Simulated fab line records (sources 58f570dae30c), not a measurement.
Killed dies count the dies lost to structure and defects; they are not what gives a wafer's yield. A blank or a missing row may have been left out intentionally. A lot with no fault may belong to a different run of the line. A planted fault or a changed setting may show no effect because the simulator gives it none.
Split-lot trial :: flow berkeley_cmos170 :: on a route of 331 steps: 5 lots, 23 wafers read

ABOUT THE SPLIT
At UCB170_PSD_PEB_04, the setting peb_temp_c was moved away from the recipe's 130 C on 7 of the 23 wafers read, by -2.3% to +2.9%. The other wafers ran this setting at the recipe's value.

THE PATH FROM SPLIT TO READING: the file shows 1 step between them
- UCB170_PSD_DEVELOP_05: develop time 45 s

THE READING
Shown in nm: cd_nm at UCB170_PSD_CD_MEAS_06, with target cd 1200 nm. Fault-free wafers of this fab line usually give 1200.0 nm, standard deviation 1.2 nm.

wafer: L075.3
tool, chamber at the split: litho_track-04, 0
peb_temp_c as run, C: 130
against the recipe: recipe
cd_nm, nm: 1201.1
against lot-mates on the recipe: -

wafer: L075.4
tool, chamber at the split: litho_track-04, 0
peb_temp_c as run, C: 130
against the recipe: recipe
cd_nm, nm: 1200.8
against lot-mates on the recipe: -

wafer: L075.6
tool, chamber at the split: litho_track-04, 0
peb_temp_c as run, C: 130
against the recipe: recipe
cd_nm, nm: 1199.4
against lot-mates on the recipe: -

wafer: L078.1
tool, chamber at the split: litho_track-02, 0
peb_temp_c as run, C: 133.8
against the recipe: +2.9%
cd_nm, nm: 1222.4
against lot-mates on the recipe: +21.9

wafer: L078.2
tool, chamber at the split: litho_track-02, 0
peb_temp_c as run, C: 133.8
against the recipe: +2.9%
cd_nm, nm: 1221.6
against lot-mates on the recipe: +21.1

wafer: L078.3
tool, chamber at the split: litho_track-02, 0
peb_temp_c as run, C: 130
against the recipe: recipe
cd_nm, nm: 1200.9
against lot-mates on the recipe: -

wafer: L078.4
tool, chamber at the split: litho_track-02, 0
peb_temp_c as run, C: 130
against the recipe: recipe
cd_nm, nm: 1200.1
against lot-mates on the recipe: -

wafer: L078.6
tool, chamber at the split: litho_track-02, 0
peb_temp_c as run, C: 130
against the recipe: recipe
cd_nm, nm: 1200.5
against lot-mates on the recipe: -

wafer: L080.1
tool, chamber at the split: litho_track-01, 0
peb_temp_c as run, C: 127
against the recipe: -2.3%
cd_nm, nm: 1177.3
against lot-mates on the recipe: -22.2

wafer: L080.2
tool, chamber at the split: litho_track-01, 0
peb_temp_c as run, C: 127
against the recipe: -2.3%
cd_nm, nm: 1176.1
against lot-mates on the recipe: -23.4

wafer: L080.4
tool, chamber at the split: litho_track-01, 0
peb_temp_c as run, C: 130
against the recipe: recipe
cd_nm, nm: 1198.4
against lot-mates on the recipe: -

wafer: L080.5
tool, chamber at the split: litho_track-01, 0
peb_temp_c as run, C: 130
against the recipe: recipe
cd_nm, nm: 1200.6
against lot-mates on the recipe: -

wafer: L080.6
tool, chamber at the split: litho_track-01, 0
peb_temp_c as run, C: 127
against the recipe: -2.3%
cd_nm, nm: 1176.5
against lot-mates on the recipe: -23.0

wafer: L076.2
tool, chamber at the split: litho_track-04, 0
peb_temp_c as run, C: 130
against the recipe: recipe
cd_nm, nm: 1197.5
against lot-mates on the recipe: -

wafer: L076.3
tool, chamber at the split: litho_track-04, 0
peb_temp_c as run, C: 130
against the recipe: recipe
cd_nm, nm: 1199.9
against lot-mates on the recipe: -

wafer: L076.4
tool, chamber at the split: litho_track-04, 0
peb_temp_c as run, C: 130
against the recipe: recipe
cd_nm, nm: 1199.1
against lot-mates on the recipe: -

wafer: L076.5
tool, chamber at the split: litho_track-04, 0
peb_temp_c as run, C: 130
against the recipe: recipe
cd_nm, nm: 1195.9
against lot-mates on the recipe: -

wafer: L076.6
tool, chamber at the split: litho_track-04, 0
peb_temp_c as run, C: 130
against the recipe: recipe
cd_nm, nm: 1198.0
against lot-mates on the recipe: -

wafer: L083.1
tool, chamber at the split: litho_track-01, 0
peb_temp_c as run, C: 130
against the recipe: recipe
cd_nm, nm: 1201.2
against lot-mates on the recipe: -

wafer: L083.2
tool, chamber at the split: litho_track-01, 0
peb_temp_c as run, C: 130
against the recipe: recipe
cd_nm, nm: 1200.0
against lot-mates on the recipe: -

wafer: L083.4
tool, chamber at the split: litho_track-01, 0
peb_temp_c as run, C: 132.8
against the recipe: +2.2%
cd_nm, nm: 1216.9
against lot-mates on the recipe: +16.7

wafer: L083.5
tool, chamber at the split: litho_track-01, 0
peb_temp_c as run, C: 132.8
against the recipe: +2.2%
cd_nm, nm: 1219.0
against lot-mates on the recipe: +18.8

wafer: L083.6
tool, chamber at the split: litho_track-01, 0
peb_temp_c as run, C: 130
against the recipe: recipe
cd_nm, nm: 1199.5
against lot-mates on the recipe: -

FIT RESULTS
A straight line over all 23 wafers: cd_nm changes by +8.77 nm for each +1% of peb_temp_c; r = +0.99; the points scatter about the line by 1.8 nm.
The same after taking each lot's own level away (the mean of its wafers on the recipe; 23 wafers): +8.57 nm for each +1%; r = +0.99; scatter 1.7 nm.
On that fit, the largest move of peb_temp_c shifts the reading by 25 nm.
Measured against the standard deviation above, the lots' own levels, which go from 1198.08 to 1200.50 nm, span 2.0 times it.
Hence the lot-to-lot level has little effect on the slope; both slopes agree.
Check: with one of the wafers moved furthest among these (+2.9%) left out of the fit, the line predicts +25 nm for it against its lot-mates. It came out at +21.9 nm against them.

THE OTHER SPLITS THESE WAFERS WENT THROUGH
Note: prior to the reading, these wafers also went through further splits. Each is held against what the fit with the lots' levels taken away leaves over:
other split on the same wafers: UCB170_NLDD_COAT_01 resist_thk_nm
wafers away from the commonest value: 7
r with cd_nm (lot level and that fit taken away): +0.20

other split on the same wafers: UCB170_SPACER_CVD_00 time_s
wafers away from the commonest value: 5
r with cd_nm (lot level and that fit taken away): -0.04

THE FILE'S OWN FIT
cd_nm changes by +8.31 nm for each +1% of peb_temp_c, r = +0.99.
